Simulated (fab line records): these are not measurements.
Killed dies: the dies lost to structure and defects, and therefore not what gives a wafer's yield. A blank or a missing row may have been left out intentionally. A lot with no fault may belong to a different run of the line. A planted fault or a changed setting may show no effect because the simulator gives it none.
Which tool is to blame? / flow rit_cmos / at 1 step of a route of 202, 14 lots with 42 wafers sampled

== WHAT EACH GAUGE READ, for each wafer ==
Not one reading of a measure or inspect step in the record can be checked against a usual standard deviation.

== WHICH TOOL RAN EACH LOT (tool, then ch and the chambers of the sampled wafers, then the start) ==
lot=L169; RIT_PLDD_EXPOSE_03=iline_stepper-01 ch 0, day 2 21:29
lot=L171; RIT_PLDD_EXPOSE_03=iline_stepper-01 ch 0, day 3 06:17
lot=L172; RIT_PLDD_EXPOSE_03=iline_stepper-02 ch 0, day 3 09:43
lot=L173; RIT_PLDD_EXPOSE_03=iline_stepper-02 ch 0, day 3 16:05
lot=L174; RIT_PLDD_EXPOSE_03=iline_stepper-01 ch 0, day 3 20:05
lot=L175; RIT_PLDD_EXPOSE_03=iline_stepper-01 ch 0, day 3 23:45
lot=L178; RIT_PLDD_EXPOSE_03=iline_stepper-01 ch 0, day 4 16:34
lot=L179; RIT_PLDD_EXPOSE_03=iline_stepper-01, day 4 20:14
lot=L180; RIT_PLDD_EXPOSE_03=iline_stepper-02, day 5 01:29
lot=L185; RIT_PLDD_EXPOSE_03=iline_stepper-02 ch 0, day 6 02:57
lot=L189; RIT_PLDD_EXPOSE_03=iline_stepper-02 ch 0, day 6 23:50
lot=L190; RIT_PLDD_EXPOSE_03=iline_stepper-02 ch 0, day 7 03:22
lot=L191; RIT_PLDD_EXPOSE_03=iline_stepper-01 ch 0, day 7 07:56
lot=L192; RIT_PLDD_EXPOSE_03=iline_stepper-02 ch 0, day 7 12:40
- RIT_PLDD_EXPOSE_03: exposes mask M8, target cd 40900 nm.

== WHAT THE TOOLS THEMSELVES READ (means of the sampled wafers that have a number; where no wafer has one, the mark that the record gives instead) ==
RIT_PLDD_EXPOSE_03.
lot=L169; tool=iline_stepper-01; exposure_dose_mJ_cm2=249.77; focus_offset_nm (nm)=-0.3
lot=L171; tool=iline_stepper-01; exposure_dose_mJ_cm2=249.89; focus_offset_nm (nm)=0.6
lot=L172; tool=iline_stepper-02; exposure_dose_mJ_cm2=249.92; focus_offset_nm (nm)=0.6
lot=L173; tool=iline_stepper-02; exposure_dose_mJ_cm2=250.13; focus_offset_nm (nm)=-0.6
lot=L174; tool=iline_stepper-01; exposure_dose_mJ_cm2=250.17; focus_offset_nm (nm)=-0.3
lot=L175; tool=iline_stepper-01; exposure_dose_mJ_cm2=249.89; focus_offset_nm (nm)=0.1
lot=L178; tool=iline_stepper-01; exposure_dose_mJ_cm2=250.18; focus_offset_nm (nm)=0.3
lot=L179; tool=iline_stepper-01; exposure_dose_mJ_cm2=-; focus_offset_nm (nm)=-
lot=L180; tool=iline_stepper-02; exposure_dose_mJ_cm2=-; focus_offset_nm (nm)=-
lot=L185; tool=iline_stepper-02; exposure_dose_mJ_cm2=250.13; focus_offset_nm (nm)=0.2
lot=L189; tool=iline_stepper-02; exposure_dose_mJ_cm2=249.77; focus_offset_nm (nm)=-0.1
lot=L190; tool=iline_stepper-02; exposure_dose_mJ_cm2=249.72; focus_offset_nm (nm)=0.0
lot=L191; tool=iline_stepper-01; exposure_dose_mJ_cm2=249.92; focus_offset_nm (nm)=-0.5
lot=L192; tool=iline_stepper-02; exposure_dose_mJ_cm2=249.70; focus_offset_nm (nm)=-0.7

== THE ANSWER, worked out from the rows above alone ==
Rule: usual is defined by the lots themselves. The widest of any qualifying gaps counts: lots, ordered by their means at a reading, are off when they make up no more than a third of the lots, leave a main group of 4 or more, and stand apart from it by 3 or more times the standard deviation of that group's means. If all means in a main group match to the digits the tables above print for the reading, that group is not used. Also off: a lot with no number at a reading for which 4 or more lots have one. The other lots that the step has rows for count as sound. Order of review: gauges by route order, followed by the tools' own readings, for which a lot's mean as printed above is used. The first step at which some lot is off is used, and at that step the reading that is off furthest; a lot without a number counts as furthest.
Off at RIT_PLDD_EXPOSE_03 (exposure_dose_mJ_cm2): L179, L180. Without a number there: L179, L180. The main group has a mean of 249.93 with a standard deviation of 0.17.
A tool fits if, at that step or a process step before it, it ran every lot that is off, and no sound lot after the first of them. Not one of the candidates tried fits.

== WHAT THE SIMULATOR HAD PUT IN ==
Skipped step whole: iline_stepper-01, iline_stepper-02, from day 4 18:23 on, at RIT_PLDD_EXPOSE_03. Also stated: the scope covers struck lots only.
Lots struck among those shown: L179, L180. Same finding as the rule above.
